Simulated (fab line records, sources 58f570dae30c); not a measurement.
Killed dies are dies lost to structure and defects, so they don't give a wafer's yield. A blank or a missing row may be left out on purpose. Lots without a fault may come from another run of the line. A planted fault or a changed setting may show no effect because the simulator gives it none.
Which tool did it? | flow berkeley_cmos170 | 7 lots, 21 wafers sampled, at 3 steps of a route of 331

WHAT THE GAUGES READ, wafer by wafer
UCB170_V1_THK_MEAS_01.
lot  | measured     | on            | V1_TEOS_THK (nm)
L120 | day 7 04:53  | film_metro-02 | 2006 2028 2008
L122 | day 7 20:22  | film_metro-03 | 1984 2008 2062
L125 | day 8 16:01  | film_metro-03 | 1982 1991 2055
L128 | day 9 19:44  | film_metro-02 | 1985 2058 2031
L138 | day 11 14:03 | film_metro-01 | 2160 2178 2165 2160 2176 2165
L140 | day 11 17:47 | film_metro-01 | 1954 1994 2013
L142 | day 11 23:41 | film_metro-01 | 1997 1982 2035

WHICH TOOL RAN EACH LOT (tool, then ch and the chambers of the sampled wafers, then the start)
lot  | UCB170_GATE_STRIP_16                 | UCB170_V1_CVD_00
L120 | plasma_asher-04 ch 0,1, day 6 02:23  | pecvd-04 ch 0,1,2, day 7 04:43
L122 | plasma_asher-01 ch 0,1, day 6 15:43  | pecvd-03 ch 1,2, day 7 20:12
L125 | plasma_asher-01 ch 0,1, day 7 06:45  | pecvd-04 ch 0,2, day 8 15:52
L128 | plasma_asher-01 ch 1, day 8 10:17    | pecvd-01 ch 0,1, day 9 19:35
L138 | plasma_asher-03 ch 0,1, day 10 10:58 | pecvd-04 ch 0,1, day 11 13:54
L140 | plasma_asher-04 ch 0,1, day 10 15:18 | pecvd-01 ch 0,1,2, day 11 17:38
L142 | plasma_asher-03 ch 0,1, day 10 22:46 | pecvd-03 ch 0,2, day 11 23:31
- UCB170_GATE_STRIP_16: strips in O2.
- UCB170_V1_CVD_00: deposits SiO2 from TEOS/O2, target thk 2000 nm, time 250 s.

THE ANSWER, worked out from the rows above alone
Rule: what is usual is taken from the lots themselves. Put in order of their means at a reading, lots are off if they are a third of the lots or fewer, leave a main group of 4 or more, and stand apart from it by a gap of 3 or more times the standard deviation of the main group's means; of several such gaps the widest counts. A main group whose means are all the same, to the digits that the tables above print for the reading, isn't used. A lot without any number at a reading at which 4 lots or more have one is off too. The other lots that the step has rows for count as sound.
Off: L138, at UCB170_V1_THK_MEAS_01 (V1_TEOS_THK). The main group: mean 2010 nm, standard deviation 12.
A tool fits if, at a process step before that reading, it ran every lot that is off, and no sound lot after the first of them. The gauges at UCB170_V1_THK_MEAS_01 are tried like those tools. One fits: pecvd-04 at UCB170_V1_CVD_00. Its last sound lot is L125 (day 8 15:52), its first lot that is off L138 (day 11 13:54): a fault that began between those two fits.

WHAT THE SIMULATOR HAD PUT IN
Process parameter drift: pecvd-04, from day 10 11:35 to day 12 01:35, at UCB170_V1_CVD_00. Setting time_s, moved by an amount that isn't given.
Lots struck among those shown: L138. The rule above found the same.
